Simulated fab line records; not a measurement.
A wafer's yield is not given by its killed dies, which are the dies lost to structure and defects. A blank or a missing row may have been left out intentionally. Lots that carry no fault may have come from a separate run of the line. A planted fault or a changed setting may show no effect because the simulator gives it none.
fab line records    flow rit-cmos
record: lots: 13  wafers: 39  last-day: 8
route steps=202 shown NSD@134
lots untouched by any fault: they come from a run of this same line in which no faults occurred
start-h: hours from the record's opening day to when the first of the lot's shown wafers began    wait-h: how many hours have passed since the lot's step before this one    " repeats the value in the row above    L1.1+2: several wafers, shown together as one row    - either no value or no given start    * or withheld: withheld    < > ~ a bound
route shown NAME@n: names a module that has steps shown in the file, with the first one's number in the route    usual: mean/standard deviation of fault-free wafers    same: alike in all rows    chamber/n: place in a boat    sites: per-site readings    _std_site: standard deviation across them    _edge_site: mean of outer sites minus mean of inner sites    radius-mm: for every site, how far away it sits from the centre of the wafer    mask NAME#n: copy n    behind: the tool/chamber that last shaped the wafer    hold: cause of the lot's hold/its duration in hours/its outcome    device: the transistor (n, p or np) that didn't switch    end of line: tests run on the same wafers once the route is complete    step lacking rows: just its recipe    killed: at the first sort, the dies lost to defects and structure; wafer yield is something else    map: a wafer's dies, marking killed ones x, the rest . and places with no die _
set.NAME: setting as actually run; set.NAME@STEP: the setting as run at that earlier step    model.NAME: the simulator's own value behind a step, which no gauge read
route steps across a sampled set of lots; one table per step, one row per wafer
services: from which hour (start-h, from the record's first day; less than 0 if before it) a tool's chamber was out of use, for how many hours, and why
== steps ==
step: RIT_NSD_EXPOSE_03
recipe: mask-id: M9  na: 0.57  target-cd-nm: 40700  dose-mj: 250
usual: focus-offset-nm: 0.0/0.58
lot.wafer  tool              chamber  start-h  wait-h  mask     focus-offset-nm
L705.1     iline-stepper-02  0        57.37    0.2     M9#0     -0.4
L705.2     "                 0        "        "       M9#0     0.4
L705.6     "                 0        "        "       M9#0     1.0
L707.1     iline-stepper-02  0        61.51    0.2     M9#0     -0.1
L707.4     "                 0        "        "       M9#0     0.5
L707.5     "                 0        "        "       M9#0     0.2
L710.2     iline-stepper-02  0        79.51    0.1     M9#0     -0.3
L710.3     "                 0        "        "       M9#0     -0.1
L710.6     "                 0        "        "       M9#0     0.0
L709.1     iline-stepper-02  0        80.04    0.2     M9_R1#0  0.3
L709.2     "                 0        "        "       M9_R1#0  -0.3
L709.6     "                 0        "        "       M9_R1#0  -0.6
L714.1     iline-stepper-02  0        93.03    0.1     M9#0     0.7
L714.5     "                 0        "        "       M9#0     0.0
L714.6     "                 0        "        "       M9#0     -0.1
L715.1     iline-stepper-02  0        98.37    0.1     M9#0     -0.7
L715.2     "                 0        "        "       M9#0     -0.3
L715.6     "                 0        "        "       M9#0     0.1
L719.1     iline-stepper-01  0        118.69   0.1     M9#0     0.3
L719.2     "                 0        "        "       M9#0     -0.7
L719.6     "                 0        "        "       M9#0     0.1
L720.1     iline-stepper-02  0        125.59   0.2     M9#0     -0.3
L720.2     "                 0        "        "       M9#0     -0.2
L720.3     "                 0        "        "       M9#0     -0.2
L721.2     iline-stepper-01  0        129.87   0.2     M9#0     -0.4
L721.3     "                 0        "        "       M9#0     0.7
L721.5     "                 0        "        "       M9#0     -0.3
L723.1     iline-stepper-01  0        146.15   0.1     M9#0     -0.1
L723.4     "                 0        "        "       M9#0     -0.7
L723.6     "                 0        "        "       M9#0     -0.5
L724.1     iline-stepper-02  0        152.94   0.3     M9#0     0.0
L724.5     "                 0        "        "       M9#0     -0.4
L724.6     "                 0        "        "       M9#0     0.0
L726.1     iline-stepper-02  0        163.67   0.1     M9#0     0.4
L726.5     "                 0        "        "       M9#0     0.9
L726.6     "                 0        "        "       M9#0     1.5
L727.4     iline-stepper-01  0        172.86   0.2     M9#0     -0.4
L727.5     "                 0        "        "       M9#0     -0.4
L727.6     "                 0        "        "       M9#0     -1.0
== services ==
tool              chamber  start-h  hours  kind
iline-stepper-02  -        35.36    7.5    repair
iline-stepper-01  0        51.18    -      calibration
iline-stepper-01  -        76.63    1.7    pm
iline-stepper-02  -        110.73   1.7    repair
== key ==
first-sign: step: RIT_NSD_EXPOSE_03  reading: mask  direction: changed
effect none on later readings
met-at RIT_NSD_EXPOSE_03
struck-lots L709
tester-left-out L709
onset-between 79.51 80.04
fault: kind: wrong-mask  tool: any  chamber: -  onset-h: 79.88  steps: RIT_NSD_EXPOSE_03  aux-copy: M9_R1#0  cd-offset-nm: -220  scope: struck-lots-only
tester-left-out: of these lots the tester's yield and bins aren't shown, on N5 and GAA mostly nor the transistor test; their killed dies are dies lost to structure and defects alone, not to doping, threshold or leakage, so they don't give the yield
